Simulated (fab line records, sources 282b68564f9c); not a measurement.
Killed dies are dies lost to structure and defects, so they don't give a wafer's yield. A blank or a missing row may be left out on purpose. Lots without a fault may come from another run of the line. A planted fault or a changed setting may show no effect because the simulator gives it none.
Tool commonality check | flow rit_cmos | 13 lots, 39 wafers sampled

WHY IT WAS OPENED
At RIT_M1_CD_MEAS_09 the reading cd_nm is flagged on 1 of 13 lots. Wafers without a fault read 2600.4 nm, standard deviation 2.4.
Rule: a lot is flagged when every wafer of it that has a number lies more than 4 standard deviations from that mean, or none has a number. The other lots count as sound.

lot  | measured    | on        | cd_nm (nm), wafer by wafer | flag
L842 | day 3 11:49 | cd_sem-02 | 2598.1 2597.3 2595.1       |
L843 | day 3 19:20 | cd_sem-01 | 2601.6 2601.5 2600.8       |
L845 | day 4 02:19 | cd_sem-01 | 2602.3 2603.8 2601.8       |
L849 | day 5 00:25 | cd_sem-01 | 2600.8 2604.3 2602.7       |
L850 | day 5 02:22 | cd_sem-02 | 2602.2 2604.7 2605.3       |
L851 | day 5 10:59 | cd_sem-02 | 2602.8 2606.0 2603.7       |
L852 | day 5 14:01 | cd_sem-02 | 2600.1 2602.3 2600.9       |
L855 | day 6 09:45 | cd_sem-02 | 2249.3 2246.8 2247.5       | FLAGGED
L856 | day 6 11:08 | cd_sem-01 | 2599.3 2600.1 2598.8       |
L857 | day 6 17:19 | cd_sem-02 | 2602.4 2603.7 2603.2       |
L858 | day 6 23:35 | cd_sem-02 | 2601.0 2601.0 2600.2       |
L863 | day 7 20:29 | cd_sem-02 | 2601.7 2601.1 2598.9       |
L864 | day 8 04:31 | cd_sem-02 | 2599.1 2600.1 2597.4       |
The numbers of the flagged lots are 2247.9 nm on average: -352.5 nm against the usual, or -99 or more standard deviations.

WHICH TOOL RAN EACH LOT
The record holds 1 process step before the reading, out of a route of 202 steps. In each cell: the tool, then ch and the chambers that the sampled wafers went through, then the start.
lot  | flag    | RIT_M1_EXPOSE_06
L842 |         | iline_stepper-02 ch 0, day 3 11:16
L843 |         | iline_stepper-02 ch 0, day 3 18:54
L845 |         | iline_stepper-01 ch 0, day 4 01:53
L849 |         | iline_stepper-01 ch 0, day 4 23:59
L850 |         | iline_stepper-01 ch 0, day 5 01:56
L851 |         | iline_stepper-01 ch 0, day 5 10:33
L852 |         | iline_stepper-02 ch 0, day 5 13:35
L855 | FLAGGED | iline_stepper-01 ch 0, day 6 09:19
L856 |         | iline_stepper-02 ch 0, day 6 10:43
L857 |         | iline_stepper-02 ch 0, day 6 16:42
L858 |         | iline_stepper-01 ch 0, day 6 23:09
L863 |         | iline_stepper-02 ch 0, day 7 20:03
L864 |         | iline_stepper-01 ch 0, day 8 04:05
What these steps do:
- RIT_M1_EXPOSE_06: exposes mask M12, target cd 2600 nm.
- RIT_M1_CD_MEAS_09: target cd 2600 nm.

FLAGGED OVER TOTAL, TOOL BY TOOL (the gauges that took the reading come last)
step              | tool             | lots run | flagged | share of the flagged lots | sound lots run after its first flagged lot
RIT_M1_EXPOSE_06  | iline_stepper-01 | 7        | 1       | all                       | 2 (L858,L864)
RIT_M1_EXPOSE_06  | iline_stepper-02 | 6        | 0       | none                      | -
RIT_M1_CD_MEAS_09 | cd_sem-01        | 4        | 0       | none                      | -
RIT_M1_CD_MEAS_09 | cd_sem-02        | 9        | 1       | all                       | 4 (L857,L858,L863,L864)

WHAT THE TABLE ALLOWS
2 rows of the table ran every flagged lot: iline_stepper-01 at RIT_M1_EXPOSE_06, cd_sem-02 at RIT_M1_CD_MEAS_09.
- iline_stepper-01 at RIT_M1_EXPOSE_06: 1 of its 7 lots flagged. Sound lots ran on it after the first flagged one (L858, L864), which a lasting fault on the whole tool wouldn't allow.
- cd_sem-02 at RIT_M1_CD_MEAS_09: 1 of its 9 lots flagged. Sound lots ran on it after the first flagged one (L857, L858, L863, L864), which a lasting fault on the whole tool wouldn't allow.
No row of the table ran every flagged lot and no sound lot after the first.

WHAT THE SIMULATOR HAD PUT IN
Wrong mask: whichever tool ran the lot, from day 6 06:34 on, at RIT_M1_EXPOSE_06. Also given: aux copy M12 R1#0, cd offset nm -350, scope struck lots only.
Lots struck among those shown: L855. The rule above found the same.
